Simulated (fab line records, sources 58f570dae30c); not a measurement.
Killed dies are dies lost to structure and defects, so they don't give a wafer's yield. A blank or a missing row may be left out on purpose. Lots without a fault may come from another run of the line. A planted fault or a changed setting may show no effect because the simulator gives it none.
fab line records | flow berkeley_cmos170
record lots=6 wafers=18 last_day=12
route steps=331 shown M2@277
lots that met no fault: from a run of the same line without faults
start_h: hours from the record's first day to the start of the lot's first wafer shown | wait_h: hours since the lot's step before | " the same as in the row above | L1.1+2: a row that stands for several wafers | - no value, or no start given | * or withheld: withheld | < > ~ a bound
route shown NAME@n: a module of which the file shows steps, and the number in the route of the first | usual: mean/standard deviation of fault-free wafers | same: alike in all rows | chamber/n: place in a boat | sites: the reading at each site | _std_site: their standard deviation | _edge_site: outer sites' mean less inner sites' | radius_mm: how far each site lies from the wafer's centre | mask NAME#n: copy n | behind: the tool/chamber that last shaped the wafer | hold: why the lot was held/for how many hours/how that ended | device: the transistor (n, p or np) that didn't switch | end of line: the same wafers' tests at the end of the route | a step without rows: its recipe alone | killed: dies lost to structure and defects at the first sort, not the wafer's yield | map: a wafer's dies, x killed, . not, _ none there
set.NAME: the setting as run; set.NAME@STEP: as run at that earlier step | model.NAME: the simulator's own value behind a step, which no gauge read
lots at some steps of the route; a table a step, a row a wafer
services: from which hour (start_h, from the record's first day; less than 0 if before it) a tool's chamber was out of use, for how many hours, and why
## steps
# step UCB170_M2_SOFTBAKE_06
# recipe resist=KrF temp_c=130 time_s=60
# step UCB170_M2_STRIP_07
# recipe chemistry=O2 power_w=400 pressure_mtorr=3500 platen_temp_c=withheld o2_flow_sccm=400 overash_fraction=0.5
# usual drypump_motor_current_A=5.5/0.46 oes_product_au=0.734/0.0043 strip_time_to_endpoint_s=21.56/0.064
# columns lot.wafer tool chamber start_h wait_h drypump_motor_current_A oes_product_au rf_hours_counter_h strip_time_to_endpoint_s
L590.1 plasma_asher-02 1 178.36 0.1 4.6 0.739 7 21.47
L590.5 " 0 " " 5.9 0.735 - 21.54
L590.6 " 1 " " 4.6 0.736 - 21.48
L592.1 plasma_asher-03 0 191.76 0.1 5.7 0.725 48 21.51
L592.3 " 0 " " 5.7 0.735 - 21.44
L592.5 " 0 " " 5.7 0.739 - 21.39
L597.4 plasma_asher-01 0 215.78 0.1 5.8 0.736 - 21.56
L597.5 " 1 " " 5.6 0.733 - 21.54
L597.6 " 0 " " 5.9 0.738 - 21.65
L600.1 plasma_asher-01 1 236.21 0.1 5.6 0.742 54 21.57
L600.2 " 0 " " 5.9 0.718 54 21.59
L600.5 " 1 " " 5.6 0.736 - 21.49
L605.1 plasma_asher-02 0 270.49 0.1 5.9 0.738 17 21.64
L605.5 " 0 " " 5.9 0.728 - 21.69
L605.6 " 1 " " 4.6 0.729 - 21.62
L606.2 plasma_asher-01 1 278.88 0.1 5.6 0.731 59 21.72
L606.4 " 0 " " 5.8 0.734 - 21.70
L606.6 " 0 " " 5.8 0.723 - 21.68
# step UCB170_M2_STRIP_08
# recipe chemistry=DMSO temp_c=80 time_s=600 material=KrF
# step UCB170_M2_COAT_09
# recipe resist=BARC temp_c=withheld time_s=withheld spin_rpm=3000 resist_thk_nm=withheld
# step UCB170_M2_COAT_10
# recipe resist=KrF spin_rpm=1500 resist_thk_nm=891.8
# step UCB170_M2_SOFTBAKE_11
# recipe resist=KrF temp_c=130 time_s=60
# step UCB170_M2_EXPOSE_12
# recipe mask_id=METAL2 target_cd_nm=700 na=0.5 sigma_outer=0.6 source_shape=conventional dose_mj=26
# step UCB170_M2_PEB_13
# recipe peb_temp_c=130 peb_time_s=withheld resist=KrF
# step UCB170_M2_DEVELOP_14
# recipe developer=TMAH develop_time_s=45 resist=KrF dev_temp_c=21
# step UCB170_M2_CD_MEAS_15
# recipe target_cd_nm=700
# usual cd_nm=699.6/1.3
# columns lot.wafer tool chamber start_h wait_h cd_nm
L590.1 cd_sem-01 - 179.87 - 701.9
L590.5 " - " " 702.4
L590.6 " - " " 702.8
L592.1 cd_sem-02 - 193.60 - 699.2
L592.3 " - " " 699.7
L592.5 " - " " 699.1
L597.4 cd_sem-01 - 216.92 - 700.2
L597.5 " - " " 699.9
L597.6 " - " " 699.0
L600.1 cd_sem-02 - 237.56 - 699.5
L600.2 " - " " 700.4
L600.5 " - " " 700.5
L605.1 cd_sem-02 - 272.26 - 696.2
L605.5 " - " " 698.6
L605.6 " - " " 698.2
L606.2 cd_sem-01 - 280.33 - 700.9
L606.4 " - " " 699.7
L606.6 " - " " 699.7
# step UCB170_M2_OVL_MEAS_16
# usual M2_OVL=-1/5.1
# columns lot.wafer tool chamber start_h wait_h M2_OVL[nm]
L590.1 overlay-01 - 179.99 0.1 1
L590.5 " - " " 4
L590.6 " - " " 2
L592.1 overlay-01 - 193.72 0.1 4
L592.3 " - " " 0
L592.5 " - " " -5
L597.4 overlay-01 - 217.00 0.1 3
L597.5 " - " " 4
L597.6 " - " " -1
L600.1 overlay-01 - 237.68 0.1 1
L600.2 " - " " 4
L600.5 " - " " 4
L605.1 overlay-01 - 272.38 0.1 -4
L605.5 " - " " -6
L605.6 " - " " -10
L606.2 overlay-02 - 280.44 0.1 -4
L606.4 " - " " -8
L606.6 " - " " 0
# step UCB170_M2_ETCH_17
# recipe chemistry=N2/H2 target_depth_a=withheld overetch_a=withheld target=BARC time_s=withheld source_w=500 bias_w=100 pressure_mtorr=30 n2_flow_sccm=100 h2_flow_sccm=200
# usual drypump_motor_current_A=5.7/0.49 oes_product_au=1.006/0.025 rf_fwd_power_W=494.5/2.2 throttle_valve_pct=13.29/0.15
# columns lot.wafer tool chamber start_h wait_h drypump_motor_current_A oes_product_au rf_fwd_power_W throttle_valve_pct
L590.1 rie_diel-01 2 180.02 0.0 5.3 1.049 494.6 13.34
L590.5 " 1 " " 5.9 0.991 494.7 13.02
L590.6 " 2 " " 5.3 1.061 495.8 13.36
L592.1 rie_diel-04 1 193.76 0.0 5.8 0.978 495.2 13.24
L592.3 " 3 " " 5.2 1.047 497.2 13.33
L592.5 " 2 " " 5.2 1.011 494.8 13.21
L597.4 rie_diel-01 3 217.02 0.0 6.1 1.030 494.5 13.14
L597.5 " 2 " " 5.3 1.056 498.6 13.34
L597.6 " 1 " " 5.9 0.995 496.1 13.00
L600.1 rie_diel-02 0 237.72 0.0 5.9 1.033 496.5 13.20
L600.2 " 3 " " 6.4 0.984 493.3 13.54
L600.5 " 2 " " 5.0 1.009 488.1 13.45
L605.1 rie_diel-04 0 272.42 0.0 6.4 1.021 493.0 13.23
L605.5 " 1 " " 5.8 0.999 499.8 13.22
L605.6 " 2 " " 5.2 1.015 494.6 13.20
L606.2 rie_diel-02 2 280.47 0.0 5.0 1.000 493.0 13.45
L606.4 " 3 " " 6.4 0.973 494.9 13.53
L606.6 " 0 " " 5.9 1.022 494.3 13.23
# step UCB170_M2_METAL_ETCH_18
# recipe chemistry=Cl2/BCl3 target=Al stop_on=SiO2 pressure_mtorr=12 target_depth_a=11700 over_etch_frac=0.3 time_s=195 icp_w=600 bias_w=120 Cl2_flow_sccm=90 bcl3_flow_sccm=45
# usual drypump_motor_current_A=5.5/0.61 oes_product_au=0.857/0.011 rf_fwd_power_W=598.0/1.7 throttle_valve_pct=24.3/0.38
# columns lot.wafer tool chamber start_h wait_h drypump_motor_current_A oes_product_au rf_fwd_power_W rf_hours_counter_h throttle_valve_pct model.KrF_of_M2_COAT_10.thk_nm model.SiO2_of_V1_CVD_00.thk_nm model.M2.cd_nm
L590.1 rie_metal-03 0 180.07 - 5.7 0.892 525.9 2.1 24.3 273.4 945.3 706.2
L590.5 " 1 " " 4.7 0.853 525.9 - 24.3 290.4 947 708.4
L590.6 " 0 " " 5.7 0.870 523.2 - 24.3 277.7 944.5 710.3
L592.1 rie_metal-03 0 193.80 - 5.7 0.887 525.8 2.3 24.3 288.2 945.9 702.8
L592.3 " 1 " " 4.7 0.855 529.5 - 24.3 300 946.1 702.9
L592.5 " 0 " " 5.7 0.876 526.0 - 24.3 286.2 945.7 704.1
L597.4 rie_metal-01 1 217.13 - 5.5 0.864 598.2 - 23.9 199.8 936.5 699.1
L597.5 " 0 " " 5.4 0.850 596.4 - 24.7 189.6 936.7 703.1
L597.6 " 1 " " 5.5 0.862 597.8 - 24.0 201.8 936.9 698.1
L600.1 rie_metal-04 1 237.76 - 6.7 0.839 594.2 4.2 23.8 265.6 942 706.8
L600.2 " 0 " " 5.1 0.853 597.9 10.3 24.8 194.6 932.9 695
L600.5 " 0 " " 5.1 0.856 599.9 - 24.8 191.6 935 697.4
L605.1 rie_metal-03 0 272.46 - 5.7 0.871 597.2 4.3 24.3 212.8 937.5 695.7
L605.5 " 1 " " 4.7 0.845 598.5 - 24.3 233.2 942.4 700.2
L605.6 " 0 " " 5.7 0.869 600.4 - 24.3 215.6 939.6 694.8
L606.2 rie_metal-01 1 280.51 - 5.5 0.858 597.4 4.2 23.9 184.5 936.8 701.1
L606.4 " 1 " " 5.5 0.860 599.4 - 23.9 185.8 936.9 698.2
L606.6 " 1 " " 5.5 0.850 598.7 - 24.0 182.7 936.6 696.5
# step UCB170_M2_STRIP_19
# recipe chemistry=O2 power_w=400 pressure_mtorr=3500 platen_temp_c=withheld o2_flow_sccm=400 overash_fraction=0.5
# usual drypump_motor_current_A=5.5/0.46 oes_product_au=0.541/0.027
# columns lot.wafer tool chamber start_h wait_h drypump_motor_current_A oes_product_au rf_hours_counter_h
L590.1 plasma_asher-02 1 180.25 0.1 4.6 0.604 7
L590.5 " 1 " " 4.6 0.631 -
L590.6 " 0 " " 5.9 0.612 -
L592.1 plasma_asher-03 0 193.99 0.1 5.8 0.624 48
L592.3 " 0 " " 5.7 0.640 -
L592.5 " 0 " " 5.7 0.619 -
L597.4 plasma_asher-03 1 217.28 0.1 5.6 0.528 -
L597.5 " 0 " " 5.7 0.516 -
L597.6 " 1 " " 5.6 0.535 -
L600.1 plasma_asher-03 0 237.95 0.1 5.7 0.603 53
L600.2 " 1 " " 5.6 0.520 53
L600.5 " 0 " " 5.7 0.522 -
L605.1 plasma_asher-02 1 272.65 0.1 4.6 0.546 17
L605.5 " 0 " " 5.9 0.565 -
L605.6 " 1 " " 4.6 0.547 -
L606.2 plasma_asher-03 1 280.70 0.1 5.6 0.513 56
L606.4 " 0 " " 5.7 0.517 -
L606.6 " 0 " " 5.7 0.516 -
# step UCB170_M2_CD_MEAS_90
# recipe target_cd_nm=700
# usual cd_nm=700/3.6
# columns lot.wafer tool chamber start_h wait_h cd_nm
L590.1 cd_sem-02 - 180.35 0.1 706
L590.5 " - " " 708
L590.6 " - " " 710
L592.1 cd_sem-02 - 194.10 0.1 703
L592.3 " - " " 703
L592.5 " - " " 705
L597.4 cd_sem-01 - 217.41 0.1 699
L597.5 " - " " 703
L597.6 " - " " 698
L600.1 cd_sem-02 - 238.05 0.1 707
L600.2 " - " " 695
L600.5 " - " " 697
L605.1 cd_sem-01 - 272.75 0.1 696
L605.5 " - " " 700
L605.6 " - " " 694
L606.2 cd_sem-01 - 280.82 0.1 701
L606.4 " - " " 698
L606.6 " - " " 696
## services
# columns tool chamber start_h hours kind
rie_diel-04 3 196.77 - clean
rie_diel-04 3 196.77 28.0 scheduled_down
rie_diel-04 3 196.77 28.0 vent_cycle
rie_diel-01 2 203.79 6.1 repair
rie_metal-03 - 209.66 2.8 pm
plasma_asher-02 - 233.37 1.1 repair
plasma_asher-03 - 244.86 4.8 repair
rie_diel-04 1 250.64 11.7 repair
rie_diel-04 - 256.28 0.8 repair
plasma_asher-03 - 260.87 0.9 repair
rie_diel-02 - 262.42 2.8 pm
rie_diel-02 3 266.05 4.8 repair
rie_diel-04 3 278.46 6.8 repair
## key
first_sign step=UCB170_M2_METAL_ETCH_18 reading=rf_fwd_power_W direction=down sigmas=42 usual=598.0 struck=526.0
effect step=UCB170_M2_STRIP_19 reading=oes_product_au direction=up sigmas=3 usual=0.541 struck=0.622
effect step=UCB170_M2_CD_MEAS_90 reading=cd_nm direction=up sigmas=1.8 usual=700 struck=706
model_effect step=UCB170_M2_METAL_ETCH_18 value=KrF_of_M2_COAT_10.thk_nm without=214.8 struck=286
met_at UCB170_M2_METAL_ETCH_18
struck_wafers L590.1,L590.5,L590.6,L592.1,L592.3,L592.5
sort_left_out L592.1,L592.3,L592.5
fault kind=process_parameter_drift tool=rie_metal-03 chamber=- onset_h=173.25 steps=UCB170_M2_METAL_ETCH_18 channel=icp_w offset=-72 shape=step end_h=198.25 acts_in=these_recipes_only stated=600
# sort_left_out: the simulated sort isn't trusted on such a fault, so these wafers' sort isn't shown, and their yield isn't known
